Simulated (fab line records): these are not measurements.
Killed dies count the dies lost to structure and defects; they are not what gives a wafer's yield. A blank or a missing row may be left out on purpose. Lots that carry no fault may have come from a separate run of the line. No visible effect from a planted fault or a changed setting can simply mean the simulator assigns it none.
Problem report, 8D (eight disciplines) form, completed by code | flow berkeley cmos170 | the parts of the form that need people (team, actions taken, sign-off) are left out

## 1. THE PROBLEM
Wafers with no fault read 223.7 s with a standard deviation of 1.2, whereas run length s at UCB170_M2_METAL_ETCH_18 reads a mean of 246.3 s on 1 wafer of 1 lot. Measured from the usual mean, that is +19 standard deviations.
The step: etches Al in Cl2/BCl3, stops on SiO2, target depth 1170 nm, time 195 s.
First observed at day 13 05:43: wafer L814.3, on rie metal-03. At this step, 39 wafers from 13 lots have a number in the record. Rule for "out" (also "out of limits"): further than 4 standard deviations from the usual mean. All remaining wafers that have a number are taken as sound.

## 2. WHAT THIS IS AND IS NOT
question                    | is                | is not
which readings at this step | run length s      | drypump motor current A, throttle valve pct
which lots                  | L814              | L797, L798, L800, L802, L803, L805, L808, L809, L810, L812, L818, L819
which wafers of those lots  | L814.3            | L814.4, L814.6
read on which tools         | rie metal-03      | rie metal-01, rie metal-04
when                        | from day 13 05:43 | up to then (32 sound wafers); but 6 sound wafers of L818, L819 came after

## 3. SUSPECTS, AND WHAT RULES EACH OUT
Counting: any tool at a process step up to the reading remains a suspect provided it ran every lot that is out. Sound lots after the first of them don't rule it out here, since some wafers of a struck lot are sound.
- rtp anneal-01 at UCB170_CONTACT_RTA_08 (time 10 s): kept. It processed L814, the lot that is out, at day 11 16:28, and its most recent sound lot before then was L812 at day 11 16:23.
- plasma asher-03 at UCB170_V1_STRIP_15 (strips in O2): kept. It processed L814, the lot that is out, at day 13 01:44, and its most recent sound lot before then was L812 at day 13 00:32.
- rie metal-03 at UCB170_M2_METAL_ETCH_18 (etches Al in Cl2/BCl3, stops on SiO2, target depth 1170 nm, time 195 s): kept. It processed L814, the lot that is out, at day 13 05:43, and its most recent sound lot before then was L810 at day 11 22:04. Its own readings are out on those wafers: run length s.
- Within rie metal-03 at UCB170_M2_METAL_ETCH_18, the wafers that are out were processed in chamber 0 and their sound lot-mates in chamber 1.
Still standing after the count: rtp anneal-01 at UCB170_CONTACT_RTA_08, plasma asher-03 at UCB170_V1_STRIP_15, rie metal-03 at UCB170_M2_METAL_ETCH_18.

## 4. THE CAUSE (what the simulator had put in)
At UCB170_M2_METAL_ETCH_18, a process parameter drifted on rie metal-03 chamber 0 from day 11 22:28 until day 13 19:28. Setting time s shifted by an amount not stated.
Of the 3 suspects that counting leaves, this tool is one.

## 5. THE EFFECT CHAIN, in route order
Each row: a reading whose mean over the struck wafers that have a number lies more than 3 standard deviations from the usual. Only readings whose record carries a usual standard deviation are examined. hours: median over the lots of the time between each lot's start at the first step of this table that gives one and its start at this step. sigmas: the change, counted in usual standard deviations.
hours | step                    | reading        | usual      | on struck wafers | change | sigmas
0     | UCB170_M2_METAL_ETCH_18 | run length s   | 223.7 s    | 246.3            | +22.6  | +19
0     | UCB170_M2_STRIP_19      | oes product au | 0.546 a.u. | 0.447            | -0.099 | -9.0
Its process steps:
- UCB170_M2_METAL_ETCH_18: etches Al in Cl2/BCl3, stops on SiO2, target depth 1170 nm, time 195 s.
- UCB170_M2_STRIP_19: strips in O2.

## 6. WHAT WOULD HAVE CAUGHT IT SOONER
In this record the first reading out of limits was taken at day 13 05:43, 31 hours after the fault began at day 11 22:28.
